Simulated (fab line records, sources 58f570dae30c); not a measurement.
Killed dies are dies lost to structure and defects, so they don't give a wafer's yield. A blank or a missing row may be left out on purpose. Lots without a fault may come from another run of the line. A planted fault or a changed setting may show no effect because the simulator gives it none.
One fault seen from 2 desks | flow berkeley_cmos170 | each desk has only its own numbers; what lay behind them comes last

THE TOOL OWNER'S DESK: furnace-04
The tool's own readings at UCB170_FIELD_OXIDATION_01 (target thk 558.3 nm, ox time 7200 s): means of the sampled wafers that have a number, for each lot that ran on this tool. A lot is out of limits, marked OUT, if its mean lies more than 4 standard deviations from the usual mean; the brackets give that distance.
Columns: A = spike_tc_centre_C at UCB170_FIELD_OXIDATION_01, usual 1002.3 C; B = spike_tc_load_C at UCB170_FIELD_OXIDATION_01, usual 1028.5 C; C = spike_tc_source_C at UCB170_FIELD_OXIDATION_01, usual 1024.8 C; D = tube_center_temp_C at UCB170_FIELD_OXIDATION_01, usual 1000 C; E = tube_center_temp_C_max at UCB170_FIELD_OXIDATION_01, usual 1002.6
lot  | first seen here | A                 | B      | C      | D              | E
L869 | day 6 20:42     | 1001.8            | 1030.0 | 1025.0 | 1000           | 1002.7
L878 | day 8 09:19     | 1008.5 (+6.2) OUT | 1037.2 | 1030.7 | 1006 (+68) OUT | 1008.8 (+15) OUT
L879 | day 8 09:19     | 1007.7 (+5.4) OUT | 1037.1 | 1031.1 | 1006 (+66) OUT | 1008.5 (+14) OUT
L880 | day 8 19:06     | 1008.3 (+6.0) OUT | 1036.0 | 1031.0 | 1006 (+68) OUT | 1008.2 (+13) OUT
This desk's finding: out of limits on L878, L879, L880; first on L878, day 8 09:19 (spike_tc_centre_C at UCB170_FIELD_OXIDATION_01). In limits: L869.

THE METROLOGY DESK
What the gauges read, lot by lot, whatever tool the lot ran on: means of the sampled wafers that have a number. A lot is out of limits, marked OUT, if its mean lies more than 4 standard deviations from the usual mean; the brackets give that distance. Of its 8 readings 7 are shown: those that lie furthest out on some lot.
Columns: A = PFIELD_OVL at UCB170_PFIELD_OVL_MEAS_06, usual 3 nm; B = PFIELD_TW at UCB170_PFIELD_TW_MEAS_09, usual 610; C = FIELD_OXIDE_THK at UCB170_FIELD_THK_MEAS_02, usual 555 nm; D = FIELD_OXIDE_LEFT_1_THK at UCB170_FIELD_THK_MEAS_90, usual 438 nm; E = SACOX_OXIDE_THK at UCB170_SACOX_THK_MEAS_02, usual 14.37 nm; F = SCREENOX_OXIDE_THK at UCB170_SCREENOX_THK_MEAS_02, usual 14.3 nm; G = NVT_OVL at UCB170_NVT_OVL_MEAS_06, usual -1 nm
lot  | first seen here | A  | B   | C   | D   | E     | F    | G
L863 | day 5 00:49     | 6  | 603 | 550 | 434 | 14.26 | 14.1 | -2
L869 | day 6 15:09     | 6  | 601 | 574 | 457 | 14.79 | 14.1 | -2
L871 | day 6 21:50     | 2  | 618 | 555 | 438 | 14.10 | 14.5 | 0
L877 | day 7 23:55     | 0  | 615 | 558 | 441 | 14.46 | 14.4 | -3
L878 | day 8 04:53     | -4 | 612 | 574 | 456 | 14.61 | 14.0 | -4
L879 | day 8 05:10     | 1  | 615 | 563 | 448 | 14.40 | 14.2 | 0
L880 | day 8 14:01     | 5  | 600 | 561 | 444 | 14.27 | 14.9 | 9
This desk's finding: nothing out of limits on any of the 7 lots.

PUT TOGETHER
The tool owner's desk could have raised an alarm at day 8 09:19, on L878, L879, L880.
The metrology desk saw nothing out of limits.
The metrology desk has L878, L879, L880 on record, within its limits.
Of the lots named, all ran UCB170_FIELD_OXIDATION_01 on furnace-04.

WHAT THE SIMULATOR HAD PUT IN
Process parameter drift: furnace-04, from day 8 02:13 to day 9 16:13, at UCB170_FIELD_OXIDATION_01. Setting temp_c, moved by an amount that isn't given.
Lots struck among those shown: L878, L879, L880.
Hours from the fault's start to each desk's first reading out of limits: the tool owner's desk, 7.
